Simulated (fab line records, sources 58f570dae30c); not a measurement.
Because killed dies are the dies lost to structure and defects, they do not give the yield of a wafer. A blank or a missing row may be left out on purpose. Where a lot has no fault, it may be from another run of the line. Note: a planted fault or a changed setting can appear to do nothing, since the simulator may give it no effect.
Matching of chambers | flow berkeley_cmos170 | UCB170_WELLDRIVE_CLEAN_00 on wet_bench-01: 3 sister chambers
The step cleans in SPM, time 600 s. 16 wafers are shown with their chamber, then 8 later ones without.

WAFERS WITH THEIR CHAMBER
wafer  | chamber | bath_guard_temp_C (C) | bath_heat_duty_pct (%)
L664.1 | 0       | 119.9                 | 13.2
L664.3 | 0       | 119.7                 | 12.6
L664.6 | 0       | 119.6                 | 13.0
L665.2 | 0       | 119.8                 | 13.4
L665.3 | 0       | 119.8                 | 13.2
L665.5 | 0       | 119.7                 | 12.3
L666.1 | 0       | 120.1                 | 13.6
L666.5 | 0       | 119.9                 | 13.1
L666.6 | 0       | 119.8                 | 11.2
L669.3 | 3       | 119.0                 | 13.3
L669.4 | 3       | 118.8                 | 12.2
L669.6 | 3       | 118.7                 | 12.0
L671.1 | 1       | 119.0                 | 13.7
L671.3 | 1       | 119.2                 | 14.0
L671.4 | 1       | 119.1                 | 13.1
L673.3 | 0       | 119.6                 | 13.3

SIGNATURES, as means of the wafers listed above
reading            | chamber 0 | chamber 1 | chamber 3 | scatter within a chamber
bath_guard_temp_C  | 119.790   | 119.100   | 118.833   | 0.146
bath_heat_duty_pct | 12.890    | 13.600    | 12.500    | 0.672
Rule: a wafer's distance from a chamber is the root of the sum, over the readings, of the square of ((its reading less the chamber's mean) divided by the reading's scatter). The wafer belongs to the nearest chamber; if the next one is less than 2 further off, it can't be placed. The scatter is the square root of a quotient: the sum, over the shown wafers, of each reading's squared deviation from its chamber's mean, divided by wafers minus chambers.

WAFERS WITH NO CHAMBER GIVEN
wafer  | bath_guard_temp_C (C) | bath_heat_duty_pct (%)
L673.4 | 119.5                 | 13.5
L673.6 | 120.0                 | 12.8
L674.2 | 119.8                 | 13.2
L674.3 | 119.9                 | 12.5
L674.4 | 119.7                 | 12.9
L675.1 | 118.7                 | 12.0
L675.4 | 118.8                 | 13.2
L675.5 | 118.5                 | 13.2

CHAMBER TAKEN BY EACH
wafer  | from the rows above     | in truth
L673.4 | can't be placed: 0 or 1 | 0
L673.6 | 0                       | 0
L674.2 | 0                       | 0
L674.3 | 0                       | 0
L674.4 | 0                       | 0
L675.1 | 3                       | 3
L675.4 | can't be placed: 3 or 1 | 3
L675.5 | can't be placed: 3 or 1 | 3
Correctly placed: 5 of 8. Cannot be placed on the basis of these rows: 3; the candidates contain the true chamber in 3. 0 placed wrongly.
